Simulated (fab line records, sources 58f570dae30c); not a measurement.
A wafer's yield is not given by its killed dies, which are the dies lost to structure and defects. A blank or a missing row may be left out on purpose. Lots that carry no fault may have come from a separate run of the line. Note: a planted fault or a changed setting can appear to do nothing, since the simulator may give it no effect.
Matching of chambers :: flow berkeleyCmos170 :: cmp-01 running UCB170_V1_CMP_02: 4 sister chambers
The step polishes SiO2. 8 wafers are shown with their chamber, then 8 later ones without.

WAFERS WITH THEIR CHAMBER
wafer: L436.4
chamber: 1
motorCurrentA (A): 15.2
headPressurePsi (psi): 5.997

wafer: L436.6
chamber: 3
motorCurrentA (A): 16.2
headPressurePsi (psi): 5.997

wafer: L439.2
chamber: 0
motorCurrentA (A): 17.6
headPressurePsi (psi): 6.017

wafer: L439.6
chamber: 3
motorCurrentA (A): 15.4
headPressurePsi (psi): 6.008

wafer: L438.2
chamber: 2
motorCurrentA (A): 17.4
headPressurePsi (psi): 6.011

wafer: L438.3
chamber: 1
motorCurrentA (A): 14.6
headPressurePsi (psi): 5.990

wafer: L438.6
chamber: 0
motorCurrentA (A): 18.0
headPressurePsi (psi): 6.007

wafer: L442.1
chamber: 2
motorCurrentA (A): 17.3
headPressurePsi (psi): 5.996

WAFERS WITHOUT THEIR CHAMBER
wafer: L442.3
motorCurrentA (A): 18.7
headPressurePsi (psi): 6.007

wafer: L442.5
motorCurrentA (A): 15.8
headPressurePsi (psi): 5.975

wafer: L445.2
motorCurrentA (A): 14.8
headPressurePsi (psi): 5.991

wafer: L445.3
motorCurrentA (A): 17.4
headPressurePsi (psi): 6.004

wafer: L445.6
motorCurrentA (A): 15.0
headPressurePsi (psi): 6.015

wafer: L453.2
motorCurrentA (A): 15.4
headPressurePsi (psi): 6.002

wafer: L453.5
motorCurrentA (A): 15.2
headPressurePsi (psi): 5.999

wafer: L453.6
motorCurrentA (A): 17.0
headPressurePsi (psi): 5.981

WHICH CHAMBER EACH ONE RAN IN
wafer: L442.3
from the rows above: can't be placed: 0 or 2
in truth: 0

wafer: L442.5
from the rows above: can't be placed: 1 or 3
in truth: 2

wafer: L445.2
from the rows above: 1
in truth: 1

wafer: L445.3
from the rows above: can't be placed: 2 or 0
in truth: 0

wafer: L445.6
from the rows above: can't be placed: 3 or 1
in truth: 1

wafer: L453.2
from the rows above: can't be placed: 3 or 1
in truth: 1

wafer: L453.5
from the rows above: can't be placed: 1 or 3
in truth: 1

wafer: L453.6
from the rows above: can't be placed: 2 or 3 or 0
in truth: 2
Placed correctly: 1 of 8. These rows do not allow placing 7 (true chamber among the candidates in 6). Placed wrongly: 0.
How it was worked out, from the rows above alone: a wafer's distance from a chamber is the root of the sum, over the readings, of the square of ((its reading less the chamber's mean) divided by the reading's scatter). If the next closest chamber is less than 2 further off than the closest, the wafer can't be placed; otherwise it belongs to the closest. A chamber's mean is the mean of its shown wafers. How the scatter is found: for the shown wafers, subtract from each reading the mean of its chamber, square and add these, divide the total by (wafers less chambers), then take the root.
